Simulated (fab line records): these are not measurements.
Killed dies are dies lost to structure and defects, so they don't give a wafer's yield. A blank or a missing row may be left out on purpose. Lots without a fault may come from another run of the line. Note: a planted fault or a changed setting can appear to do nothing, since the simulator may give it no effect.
A struck lot beside a sound one + flow ritCmos + 15 out of 202 route steps
Sound: wafers L766.3, L766.4, L766.5. Struck: wafers L768.1, L768.2, L768.6. Last of all comes the cause.
Per side, at each step with rows, come the tool, then ch with its chambers, and then its first start. Under that, the readings that differ: sound wafers + struck wafers + difference of the means + sigmas: that difference in standard deviations of wafers without a fault.
alike: readings whose means differ by less than 2 such deviations, and words and numbers that are the same on both sides. not compared: withheld readings, readings that some wafer has no value for, bounds like >300 that may hide the same value, and numbers for which the record gives no deviation and whose values overlap.
A row with sigmas, a row that says differs or no value, or rows on one side alone: a step with any of these is where the two part. Non-overlapping numbers with no deviation appear without sigmas and do not part them. A reading that every wafer of one side lacks parts them only if that side has two wafers or more.

first, 1 step without rows for these wafers: RIT_PRETRO_DEVELOP_05 (develop time 68 s).
RIT_PRETRO_OVL_MEAS_06:
  sound on overlay-02 at day 5 11:37; struck on overlay-02 at day 5 19:19
  alike: PRETRO_OVL
then, 2 steps without rows for these wafers: RIT_PRETRO_HARDBAKE_07 (time 120 s); RIT_PRETRO_IMPLANT_08.
RIT_PRETRO_STRIP_09: strips in O2, time 180 s.
  sound on plasmaAsher-01 ch 0,1, day 5 12:06; struck on plasmaAsher-01 ch 0,1, day 5 19:46
  alike: drypumpMotorCurrentA
  not compared: rfHoursCounterH
RIT_PRETRO_TW_MEAS_10:
  sound on filmMetro-02 at day 5 12:14; struck on filmMetro-04 at day 5 19:58
  alike: PRETRO_TW
then, 5 steps without rows for these wafers: RIT_GATE_WET_ETCH_00 (etches SiO2 in BOE, target depth 56 nm, time 60 s); RIT_GATE_CLEAN_01 (cleans in SC1, time 600 s); RIT_GATE_CLEAN_02 (cleans in dHF, time 30 s); RIT_GATE_CLEAN_03 (cleans in SC2, time 600 s); RIT_GATE_CLEAN_04 (cleans in dHF, time 60 s).
RIT_FOX2_THK_MEAS_91:
  sound on filmMetro-04 at day 5 12:43; struck on filmMetro-03 at day 5 20:26
  alike: FIELD_OXIDE_LEFT_2_THK
RIT_GATE_OXIDATION_05: target thk 3 nm, ox time 270 s.
  struck on furnace-03, day 5 20:30; sound on furnace-01 ch 0, day 5 12:46
  no value came back on the struck wafers for oxTempC (C), oxTempCMax, zonePowerSourcePct (%); on the sound wafers oxTempC (C) reads 900.2 900.6 900.5
then, 2 steps without rows for these wafers: RIT_GATE_ANNEAL_06 (time 600 s); RIT_GATE_CVD_08 (deposits poly-Si from SiH4, target thk 250 nm, time 2220 s).

## WHERE THEY PART
Only at RIT_GATE_OXIDATION_05, as far as this record shows.

WHY: what the simulator had put in
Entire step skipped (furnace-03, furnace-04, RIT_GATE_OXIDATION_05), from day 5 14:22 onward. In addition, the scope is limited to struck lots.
